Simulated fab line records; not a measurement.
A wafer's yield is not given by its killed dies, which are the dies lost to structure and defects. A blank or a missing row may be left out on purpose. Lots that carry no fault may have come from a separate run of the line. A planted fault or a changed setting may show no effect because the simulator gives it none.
Which tool did it? -- flow rit cmos -- 14 lots, 42 wafers sampled, at 5 steps of a route of 202

## WHAT THE GAUGES READ, wafer by wafer
RIT_FOX1_THK_MEAS_01.
lot,measured,on,FOX1_OXIDE_THK (nm)
L107,day 1 18:10,film metro-03,334 339 333
L109,day 2 04:07,film metro-03,327 321 323
L110,day 2 09:17,film metro-03,333 333 336
L111,day 2 14:34,film metro-03,325 318 322
L112,day 2 18:35,film metro-02,323 330 323
L113,day 3 00:50,film metro-03,334 329 328
L114,day 3 07:22,film metro-02,333 331 334
L118,day 4 01:35,film metro-02,323 333 330
L120,day 4 13:04,film metro-02,342 341 340
L121,day 4 18:16,film metro-03,337 331 338
L123,day 5 03:42,film metro-02,329 334 331
L125,day 5 11:43,film metro-01,338 338 340
L129,day 6 08:03,film metro-01,333 341 339
L130,day 6 15:21,film metro-01,330 327 331

RIT_REOX_THK_MEAS_04.
lot,measured,on,REOX_OXIDE_THK (nm)
L107,day 2 17:16,film metro-04,24.9 25.0 25.0
L109,day 3 08:19,film metro-02,24.7 24.7 24.6
L110,day 3 14:30,film metro-03,24.4 24.6 24.4
L111,day 3 18:24,film metro-02,24.6 24.9 24.7
L112,day 3 21:37,film metro-03,24.3 24.4 24.0
L113,day 4 05:13,film metro-04,25.1 24.4 24.9
L114,day 4 11:45,film metro-03,23.7 24.1 24.4
L118,day 5 04:31,film metro-03,24.9 25.4 24.7
L120,day 5 14:16,film metro-03,25.5 25.7 25.6
L121,day 5 20:13,film metro-02,25.1 25.1 24.9
L123,day 6 07:59,film metro-03,24.9 25.2 25.1
L125,day 6 12:05,film metro-03,26.0 25.9 25.7
L129,day 7 08:41,film metro-04,25.0 24.6 25.2
L130,day 7 15:53,film metro-03,25.9 25.8 25.7

RIT_SDANNEAL_RS_MEAS_07: measurement is done with a four-point probe.
lot,measured,on,NLDD_RS (ohm/sq)
L107,day 3 02:31,film metro-04,152.3 152.4 151.8
L109,day 3 18:06,film metro-04,151.5 151.4 151.3
L110,day 3 23:55,film metro-04,151.2 151.8 151.5
L111,day 4 03:49,film metro-02,152.0 152.0 152.3
L112,day 4 07:10,film metro-04,151.8 151.6 151.6
L113,day 4 16:30,film metro-04,151.5 152.1 152.0
L114,day 4 21:11,film metro-01,151.0 151.0 151.2
L118,day 5 14:01,film metro-01,152.2 152.1 152.5
L120,day 5 23:50,film metro-04,151.8 151.7 152.0
L121,day 6 06:05,film metro-04,159.1 158.2 159.1
L123,day 6 17:32,film metro-02,158.3 157.9 158.1
L125,day 6 21:19,film metro-01,153.0 152.2 152.3
L129,day 7 18:12,film metro-04,151.5 152.2 151.4
L130,day 8 01:10,film metro-04,151.3 152.0 151.9

## WHICH TOOL RAN EACH LOT (tool, then ch and the chambers of the sampled wafers, then the start)
lot,RIT_PWELL_STRIP_09,RIT_NLDD_IMPLANT_08
L107,"plasma asher-03 ch 0,1, day 1 23:51","implanter-03 ch 0, day 2 18:26"
L109,"plasma asher-01 ch 0,1, day 2 10:49","implanter-03 ch 0, day 3 09:33"
L110,"plasma asher-01 ch 0,1, day 2 14:50","implanter-04 ch 0, day 3 15:54"
L111,"plasma asher-03 ch 0,1, day 2 20:09","implanter-03 ch 0, day 3 19:39"
L112,"plasma asher-01 ch 0,1, day 3 00:44","implanter-02 ch 0, day 3 22:52"
L113,"plasma asher-01 ch 0,1, day 3 06:41","implanter-04 ch 0, day 4 06:19"
L114,"plasma asher-01 ch 0,1, day 3 15:04","implanter-04 ch 0, day 4 12:58"
L118,"plasma asher-03 ch 0,1, day 4 08:03","implanter-04 ch 0, day 5 05:36"
L120,"plasma asher-01 ch 1, day 4 21:04","implanter-04 ch 0, day 5 15:23"
L121,"plasma asher-04 ch 0,1, day 5 00:07","implanter-04 ch 0, day 5 21:28"
L123,"plasma asher-01 ch 0,1, day 5 09:04","implanter-04 ch 0, day 6 09:14"
L125,"plasma asher-04 ch 0,1, day 5 17:20","implanter-02 ch 0, day 6 13:21"
L129,"plasma asher-03 ch 0,1, day 6 13:27","implanter-03 ch 0, day 7 09:50"
L130,"plasma asher-03 ch 0,1, day 6 21:03","implanter-03 ch 0, day 7 17:08"
- RIT_PWELL_STRIP_09: strips in O2, time 180 s.
- RIT_NLDD_IMPLANT_08

## WHAT THE TOOLS THEMSELVES READ (means of the sampled wafers that have a number; where no wafer has one, the mark that the record gives instead)
RIT_PWELL_STRIP_09.
lot,tool,drypump motor current A (A)
L107,plasma asher-03,5.4
L109,plasma asher-01,5.4
L110,plasma asher-01,5.4
L111,plasma asher-03,5.4
L112,plasma asher-01,5.9
L113,plasma asher-01,5.4
L114,plasma asher-01,5.9
L118,plasma asher-03,5.4
L120,plasma asher-01,6.4
L121,plasma asher-04,6.2
L123,plasma asher-01,5.4
L125,plasma asher-04,5.8
L129,plasma asher-03,5.4
L130,plasma asher-03,5.4

RIT_NLDD_IMPLANT_08.
lot,tool,dose ions cm2,faraday current uA,tilt deg (degrees)
L107,implanter-03,5e+14,1536,6.982
L109,implanter-03,5e+14,1589,7.012
L110,implanter-04,5e+14,1598,6.994
L111,implanter-03,5e+14,1573,6.996
L112,implanter-02,5e+14,1571,7.024
L113,implanter-04,5e+14,1574,7.004
L114,implanter-04,5e+14,1569,7.026
L118,implanter-04,5e+14,1590,7.010
L120,implanter-04,5e+14,1586,7.016
L121,implanter-04,5e+14,1473,6.982
L123,implanter-04,5e+14,1497,6.998
L125,implanter-02,5e+14,1569,7.011
L129,implanter-03,5e+14,1564,6.983
L130,implanter-03,5e+14,1581,7.007

## THE ANSWER, worked out from the rows above alone
Rule: the usual values come from the lots themselves. The widest of any qualifying gaps counts: lots, ordered by their means at a reading, are off when they make up no more than a third of the lots, leave a main group of 4 or more, and stand apart from it by 3 or more times the standard deviation of that group's means. If all means in a main group match to the digits the tables above print for the reading, that group is not used. A lot without any number at a reading at which 4 lots or more have one is off too. All remaining lots with rows at the step are treated as sound. Order of review: gauges by route order, followed by the tools' own readings, for which a lot's mean as printed above is used. At the first step where some lot is off, the reading lying furthest off is the one used; lots without a number count as furthest.
Off: L121, L123, at RIT_SDANNEAL_RS_MEAS_07 (NLDD_RS). The main group: mean 151.8 ohm/sq, standard deviation 0.38.
If a tool, at a process step before that reading, ran all the lots that are off and no sound lot after the first of them, it fits. The gauges at RIT_SDANNEAL_RS_MEAS_07 are tried like those tools. One fits: RIT_NLDD_IMPLANT_08 on implanter-04. A fault onset in the window from L120 (day 5 15:23, its last sound lot) to L121 (day 5 21:28, its first lot off) fits.
The tool's own readings at RIT_NLDD_IMPLANT_08 bear it out: on the lots that are off they differ by more than 5 times the standard deviation of the sound lots' means. faraday current uA reads 1485 there against 1575 on the sound lots.

## WHAT THE SIMULATOR HAD PUT IN
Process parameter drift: implanter-04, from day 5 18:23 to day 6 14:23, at RIT_NLDD_IMPLANT_08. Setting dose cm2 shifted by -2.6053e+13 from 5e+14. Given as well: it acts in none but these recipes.
Struck lots among those shown: L121, L123. The same result came from the rule above.
